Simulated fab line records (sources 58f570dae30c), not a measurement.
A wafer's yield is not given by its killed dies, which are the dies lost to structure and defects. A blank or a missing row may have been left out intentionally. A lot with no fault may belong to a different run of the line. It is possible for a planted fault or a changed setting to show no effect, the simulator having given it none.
Which tool did it? -- flow berkeley_cmos170 -- 14 lots, 42 wafers sampled, at 5 steps of a route of 331

== WHAT EACH GAUGE READ, for each wafer ==
UCB170_NWELL_THK_MEAS_02. Usual: NWELL_OXIDE_THK gives 26.4 nm (standard deviation 0.4).
lot,measured,on,NWELL_OXIDE_THK (nm),flag
L455,day 1 21:35,film_metro-01,26.3 26.7 26.4,
L460,day 2 20:52,film_metro-02,25.7 25.5 26.1,
L461,day 2 23:43,film_metro-01,25.8 26.3 26.1,
L463,day 3 14:43,film_metro-01,26.4 26.7 26.6,
L464,day 3 17:27,film_metro-01,25.8 25.7 25.8,
L465,day 3 23:43,film_metro-04,26.4 25.9 26.1,
L468,day 4 12:54,film_metro-01,26.0 25.8 25.6,
L470,day 5 03:34,film_metro-01,26.3 26.4 26.7,
L473,day 5 13:52,film_metro-02,25.7 26.4 25.8,
L474,day 5 19:35,film_metro-02,26.4 26.2 26.6,
L475,day 6 02:43,film_metro-02,26.6 26.5 26.6,
L476,day 6 08:54,film_metro-02,26.7 26.9 26.7,
L477,day 6 13:01,film_metro-02,26.8 26.7 26.6,
L478,day 6 21:00,film_metro-02,26.9 26.2 26.8,

UCB170_NWELL_THK_MEAS_05. Usual: NWELL_NITRIDE_THK gives 224.3 nm (standard deviation 2).
lot,measured,on,NWELL_NITRIDE_THK (nm),flag
L455,day 2 05:46,film_metro-01,228.4 229.3 228.9,
L460,day 3 05:47,film_metro-04,225.1 226.1 224.6,
L461,day 3 08:26,film_metro-02,227.1 227.0 224.5,
L463,day 3 20:12,film_metro-01,227.8 225.5 227.0,
L464,day 3 22:49,film_metro-02,225.6 225.7 225.1,
L465,day 4 04:57,film_metro-01,227.1 224.7 223.5,
L468,day 4 18:18,film_metro-01,222.8 223.4 225.1,
L470,day 5 11:01,film_metro-04,224.1 222.4 223.2,
L473,day 5 19:53,film_metro-01,226.3 227.7 226.9,
L474,day 6 01:39,film_metro-04,221.3 223.8 221.5,
L475,day 6 08:16,film_metro-01,222.2 221.2 222.9,
L476,day 6 13:35,film_metro-01,225.6 224.8 224.5,
L477,day 6 22:07,film_metro-01,221.3 221.9 222.7,
L478,day 7 04:56,film_metro-01,223.7 223.6 225.2,

UCB170_ACTIVE_THK_MEAS_03. Usual: ACTIVE_OXIDE_THK gives 26.0 nm (standard deviation 0.51).
lot,measured,on,ACTIVE_OXIDE_THK (nm),flag
L455,day 3 22:22,film_metro-03,25.9 25.8 26.1,
L460,day 5 03:39,film_metro-03,25.8 26.3 26.2,
L461,day 4 19:25,film_metro-02,26.6 26.4 26.7,
L463,day 5 14:59,film_metro-01,26.1 26.1 25.6,
L464,day 5 15:01,film_metro-02,26.2 26.6 26.4,
L465,day 5 19:11,film_metro-02,26.0 26.2 26.1,
L468,day 6 12:28,film_metro-03,26.3 26.3 25.8,
L470,day 7 01:19,film_metro-02,25.9 26.0 25.8,
L473,day 7 07:55,film_metro-01,26.3 27.2 26.3,
L474,day 7 23:42,film_metro-02,25.5 25.5 25.5,
L475,day 7 23:43,film_metro-03,25.5 25.5 25.3,
L476,day 8 09:14,film_metro-03,25.1 25.1 25.2,
L477,day 8 14:41,film_metro-03,25.6 26.0 25.4,
L478,day 8 20:00,film_metro-03,26.0 26.0 26.3,

UCB170_NVT_TW_MEAS_09. Usual: NVT_TW gives 524 (standard deviation 4.5).
lot,measured,on,NVT_TW,flag
L455,day 5 08:43,film_metro-04,521 519 519,
L460,day 6 18:02,film_metro-02,591 591 588,OFF
L461,day 6 05:02,film_metro-04,585 584 584,OFF
L463,day 7 03:41,film_metro-04,515 517 517,
L464,day 7 03:58,film_metro-02,529 529 527,
L465,day 7 19:50,film_metro-01,524 525 525,
L468,day 8 07:51,film_metro-04,521 519 520,
L470,day 8 16:44,film_metro-04,521 522 522,
L473,day 9 01:11,film_metro-01,523 524 527,
L474,day 9 16:32,film_metro-01,525 523 524,
L475,day 9 16:50,film_metro-04,520 521 521,
L476,day 10 01:08,film_metro-02,536 533 535,
L477,day 10 01:22,film_metro-04,525 521 521,
L478,day 10 08:01,film_metro-01,530 531 529,

== TOOL THAT RAN EACH LOT (tool first, then ch and the chambers of the sampled wafers, then the start) ==
lot,UCB170_NVT_IMPLANT_07
L455,"implanter-04 ch 0, day 5 08:28"
L460,"implanter-04 ch 0, day 6 17:47"
L461,"implanter-04 ch 0, day 6 04:50"
L463,"implanter-02 ch 0, day 7 03:26"
L464,"implanter-02 ch 0, day 7 03:46"
L465,"implanter-02 ch 0, day 7 19:35"
L468,"implanter-02 ch 0, day 8 07:37"
L470,"implanter-02 ch 0, day 8 16:29"
L473,"implanter-02 ch 0, day 9 00:56"
L474,"implanter-04 ch 0, day 9 16:17"
L475,"implanter-02 ch 0, day 9 16:37"
L476,"implanter-02 ch 0, day 10 00:50"
L477,"implanter-03 ch 0, day 10 01:08"
L478,"implanter-03 ch 0, day 10 07:49"
- UCB170_NVT_IMPLANT_07

== WHAT THE TOOLS THEMSELVES READ (means of the sampled wafers that have a number; where no wafer has one, the mark that the record gives instead) ==
UCB170_NVT_IMPLANT_07. Usual: dose_ions_cm2 3e+12, standard deviation 3.5e+09; faraday_current_uA 9.51, standard deviation 0.2.
lot,tool,dose_ions_cm2,faraday_current_uA,flag
L455,implanter-04,3e+12,9.58,
L460,implanter-04,4e+12,13.54,OFF
L461,implanter-04,4e+12,13.24,OFF
L463,implanter-02,3e+12,9.40,
L464,implanter-02,3e+12,9.63,
L465,implanter-02,3e+12,9.40,
L468,implanter-02,3e+12,9.56,
L470,implanter-02,3e+12,9.52,
L473,implanter-02,3e+12,9.51,
L474,implanter-04,3e+12,9.52,
L475,implanter-02,3e+12,9.57,
L476,implanter-02,3e+12,9.44,
L477,implanter-03,3e+12,9.46,
L478,implanter-03,3e+12,9.48,

== THE ANSWER, worked out from the rows above alone ==
Rule: a lot is off if the mean of its wafers that have a number lies more than 3 standard deviations from the usual mean. A lot without any number at a reading at which 4 lots or more have one is off too. All remaining lots with rows at the step are treated as sound. After the gauges, taken in route order, come the tools' own readings; for these a lot's mean is taken, as printed above. At the first step where some lot is off, the reading lying furthest off is the one used; lots without a number count as furthest.
Off: L460, L461, seen at UCB170_NVT_TW_MEAS_09 (NVT_TW).
A tool fits if, at a process step before that reading, it ran every lot that is off, and no sound lot after the first of them. The gauges at UCB170_NVT_TW_MEAS_09 aren't tried: what is off there is off at UCB170_NVT_IMPLANT_07 too, on other tools, and a gauge's error can't cause that. Not one of the candidates tried fits.

== WHAT WAS PUT IN BY THE SIMULATOR ==
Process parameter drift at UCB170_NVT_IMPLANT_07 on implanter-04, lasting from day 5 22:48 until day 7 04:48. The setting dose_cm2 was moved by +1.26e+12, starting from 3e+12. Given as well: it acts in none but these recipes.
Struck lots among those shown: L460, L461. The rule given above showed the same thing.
